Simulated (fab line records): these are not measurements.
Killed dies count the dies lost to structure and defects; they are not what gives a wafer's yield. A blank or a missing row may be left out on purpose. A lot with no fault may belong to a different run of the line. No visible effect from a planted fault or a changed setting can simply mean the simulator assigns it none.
What tool caused it? :: flow berkeley_cmos170 :: 21 wafers from 7 lots sampled at 2 of the route's 331 steps

WHAT THE GAUGES SHOWED, per wafer
UCB170_M1_RS_MEAS_01: measures by four-point-probe.
lot: L435
measured: day 8 17:45
on: film_metro-03
M1_AL_RS (ohm/sq): 0.0483 0.0474 0.0475

lot: L437
measured: day 8 19:57
on: film_metro-03
M1_AL_RS (ohm/sq): 0.0476 0.0463 0.0469

lot: L440
measured: day 9 16:24
on: film_metro-04
M1_AL_RS (ohm/sq): 0.0479 0.0482 0.0480

lot: L442
measured: day 10 00:28
on: film_metro-04
M1_AL_RS (ohm/sq): 0.0470 0.0465 0.0469

lot: L447
measured: day 11 05:23
on: film_metro-04
M1_AL_RS (ohm/sq): 0.0486 0.0481 0.0483

lot: L453
measured: day 12 08:58
on: film_metro-04
M1_AL_RS (ohm/sq): 0.0487 0.0480 0.0484

lot: L456
measured: day 13 04:47
on: film_metro-04
M1_AL_RS (ohm/sq): 0.0469 0.0483 0.0469

WHAT TOOL EACH LOT RAN ON (gives the tool, then ch and the chambers of the sampled wafers, and finally the start)
lot: L435
UCB170_CONTACT_STRIP_19: plasma_asher-04 ch 0,1, day 8 17:16

lot: L437
UCB170_CONTACT_STRIP_19: plasma_asher-04 ch 0,1, day 8 19:28

lot: L440
UCB170_CONTACT_STRIP_19: plasma_asher-03 ch 0,1, day 9 15:56

lot: L442
UCB170_CONTACT_STRIP_19: plasma_asher-04 ch 0,1, day 10 00:00

lot: L447
UCB170_CONTACT_STRIP_19: plasma_asher-04 ch 0, day 11 04:56

lot: L453
UCB170_CONTACT_STRIP_19: plasma_asher-01 ch 0,1, day 12 08:31

lot: L456
UCB170_CONTACT_STRIP_19: plasma_asher-03 ch 0,1, day 13 04:19
- UCB170_CONTACT_STRIP_19: strips in O2.

THE ANSWER, worked out from the rows above alone
Rule: usual is defined by the lots themselves. Put in order of their means at a reading, lots are off if they are a third of the lots or fewer, leave a main group of 4 or more, and stand apart from it by a gap of 3 or more times the standard deviation of the main group's means; of several such gaps the widest counts. The tables above print the reading to a certain number of digits; a main group whose means all agree to those digits is not used. A lot without any number at a reading at which 4 lots or more have one is off too. Any other lot the step has rows for is counted as sound.
No lot is off on any of the readings shown, so nothing can be concluded from this.

WHAT THE SIMULATOR HAD PUT IN
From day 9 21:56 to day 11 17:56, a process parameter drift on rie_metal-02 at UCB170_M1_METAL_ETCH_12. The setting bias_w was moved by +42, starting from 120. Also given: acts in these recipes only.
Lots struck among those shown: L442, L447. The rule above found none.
